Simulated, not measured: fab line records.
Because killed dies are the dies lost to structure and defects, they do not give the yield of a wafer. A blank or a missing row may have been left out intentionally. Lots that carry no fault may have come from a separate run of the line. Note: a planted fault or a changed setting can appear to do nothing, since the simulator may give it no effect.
Comparing a struck lot with a sound one	flow rit_cmos	27 out of 202 route steps
Sound: these wafers, L286.4, L286.5, L286.6. Struck: wafers L296.1, L296.3, L296.5. At the end, the cause is stated.
Order at every step that has rows: each side's tool, ch and its chambers, its first start. Under that, the readings that differ: sound wafers	struck wafers	difference of the means	sigmas: that difference in standard deviations of wafers without a fault.
alike: readings whose means differ by less than 2 such deviations, and words and numbers that are the same on both sides. not compared: withheld readings, readings that some wafer has no value for, bounds like >300 that may hide the same value, and numbers for which the record gives no deviation and whose values overlap.
Wherever a step has rows on one side only, a row that says differs or no value, or a row with sigmas, the two part there. Numbers that have no deviation but don't overlap get no sigmas and don't part them. A reading that every wafer of one side lacks parts them only if that side has two wafers or more.

RIT_ACTIVE_BOW_MEAS_00:
  struck on film_metro-03, day 4 18:00; sound on film_metro-04, day 2 16:04
  alike: INCOMING_BOW
then, 1 step without rows for these wafers: RIT_ACTIVE_OXIDATION_01 (target thk 46.8 nm, ox time 3360 s).
RIT_ACTIVE_THK_MEAS_02:
  struck on film_metro-03, day 4 20:38; sound on film_metro-03, day 2 20:04
  alike: ACTIVE_OXIDE_THK
RIT_ACTIVE_CVD_03: deposits Si3N4 from SiH2Cl2/NH3, target thk 150 nm, time 1500 s.
  sound on lpcvd-02 ch 0, day 2 20:05; struck on lpcvd-02 ch 0, day 4 20:41
reading	sound	struck	difference	sigmas
spike_tc_centre_C (C)	810.8 815.4 814.5	840.5 840.8 841.9	+27.5	+23
zone_power_centre_pct (%)	45.1 44.5 44.5	57.0 57.2 57.1	+12.4	+4
zone_power_source_pct (%)	20.00 19.94 20.31	18.98 19.25 18.73	-1.10	-6
model.Si3N4_of_ACTIVE_CVD_03.thk_nm (nm)	151.6 152 151	188.5 173.1 161	+22.7	
RIT_ACTIVE_THK_MEAS_04:
  struck on film_metro-02, day 4 22:07; sound on film_metro-03, day 2 21:32
reading	sound	struck	difference	sigmas
ACTIVE_NITRIDE_THK (nm)	151.6 152.2 151.0	188.6 173.1 161.0	+22.6	+17
then, 6 steps without rows for these wafers: RIT_ACTIVE_HMDS_05 (prime time 60 s); RIT_ACTIVE_COAT_06 (resist thk 1000 nm); RIT_ACTIVE_SOFTBAKE_07 (time 60 s); RIT_ACTIVE_EXPOSE_08 (exposes mask M1, target cd 1400 nm); RIT_ACTIVE_PEB_09; RIT_ACTIVE_DEVELOP_10 (develop time 50 s).
RIT_ACTIVE_CD_MEAS_11 targets a cd of 1400 nm.
  struck on cd_sem-01, day 4 23:01; sound on cd_sem-01, day 2 22:29
  alike: cd_nm
then, 1 step without rows for these wafers: RIT_ACTIVE_HARDBAKE_12 (time 60 s).
RIT_ACTIVE_ETCH_13: etches Si3N4 in SF6, stops on SiO2, time 201.2 s, target depth 210 nm.
  sound on rie_diel-01 ch 2,3, day 2 22:46; struck on rie_diel-03 ch 0,2,3, day 4 23:17
reading	sound	struck	difference	sigmas
oes_product_au (a.u.)	0.846 0.846 0.865	0.923 0.910 0.864	+0.047	+4
model.ACTIVE.feature_depth_nm (nm)	151.6 152 151	188.5 173.1 161	+22.7	
model.etch.depth_nm (nm)	151.6 152 151	188.5 173.1 161	+22.7	
  alike: drypump_motor_current_A, throttle_valve_pct
  not compared: rf_hours_counter_h
RIT_ACTIVE_STRIP_14: strips in O2, time 180 s.
  sound on plasma_asher-03 ch 0,1, day 2 22:57; struck on plasma_asher-04 ch 0,1, day 4 23:25
reading	sound	struck	difference	sigmas
o2_flow_sccm (sccm)	3997 4000 3977	4016 4020 4007	+23	+2
  alike: drypump_motor_current_A
  not compared: rf_hours_counter_h
RIT_ACTIVE_CD_MEAS_90 targets a cd of 1400 nm.
  struck on cd_sem-02, day 4 23:36; sound on cd_sem-02, day 2 23:07
  alike: cd_nm
then, 4 steps without rows for these wafers: RIT_ACTIVE_CLEAN_15 (cleans in SC1, time 600 s); RIT_ACTIVE_CLEAN_16 (cleans in dHF, time 30 s); RIT_ACTIVE_CLEAN_17 (cleans in SC2, time 600 s); RIT_FOX1_OXIDATION_00 (target thk 350.7 nm, ox time 1130 s).
RIT_FOX1_THK_MEAS_01:
  struck on film_metro-01, day 5 02:35; sound on film_metro-03, day 3 00:53
  alike: FOX1_OXIDE_THK
then, 2 steps without rows for these wafers: RIT_FOX1_WET_ETCH_02 (etches SiO2 in BOE, target depth 350 nm, time 390 s); RIT_FOX2_OXIDATION_00 (target thk 350.7 nm, ox time 1130 s).
RIT_FOX2_THK_MEAS_01:
  struck on film_metro-04, day 5 04:58; sound on film_metro-01, day 3 03:17
  alike: FOX2_OXIDE_THK
RIT_FOX2_CLEAN_02: cleans in dHF, time 180 s.
  sound on wet_bench-04 ch 2, day 3 03:19; struck on wet_bench-03 ch 1, day 5 05:02
reading	sound	struck	difference	sigmas
model.Si3N4_of_ACTIVE_CVD_03.thk_nm (nm)	132.4 132.8 131.8	169.3 153.8 141.7	+22.6	
then, 1 step without rows for these wafers: RIT_FOX2_WET_ETCH_03 (etches Si3N4 in H3PO4, target depth 195 nm, time 2700 s).
RIT_M1_PROBE_99:
  struck on prober-01, day 7 00:21; sound on prober-01, day 4 20:00
reading	sound	struck	difference	sigmas
model.etest.pldd.width_nm (nm)	3157 3144 3146	3212 3203 3177	+48	
model.etest.nldd.width_nm (nm)	3152 3131 3143	3208 3217 3177	+59	
model.etest.pplus_sal.width_nm (nm)	3437 3432 3430	3475 3494 3481	+50	
model.etest.nplus_sal.width_nm (nm)	3425 3438 3418	3462 3470 3464	+38	
  alike: killed_at_front_end, killed_dies, killed_open, killed_short

== WHERE THEY PART ==
Last at RIT_ACTIVE_STRIP_14 as far as this record goes, first at RIT_ACTIVE_CVD_03. Later steps at which nothing parts them and some readings are alike: RIT_ACTIVE_CD_MEAS_90, RIT_FOX1_THK_MEAS_01, RIT_FOX2_THK_MEAS_01, RIT_M1_PROBE_99.

WHY: whatever the simulator had introduced
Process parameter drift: lpcvd-02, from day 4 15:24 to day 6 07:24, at RIT_ACTIVE_CVD_03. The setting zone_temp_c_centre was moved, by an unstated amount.
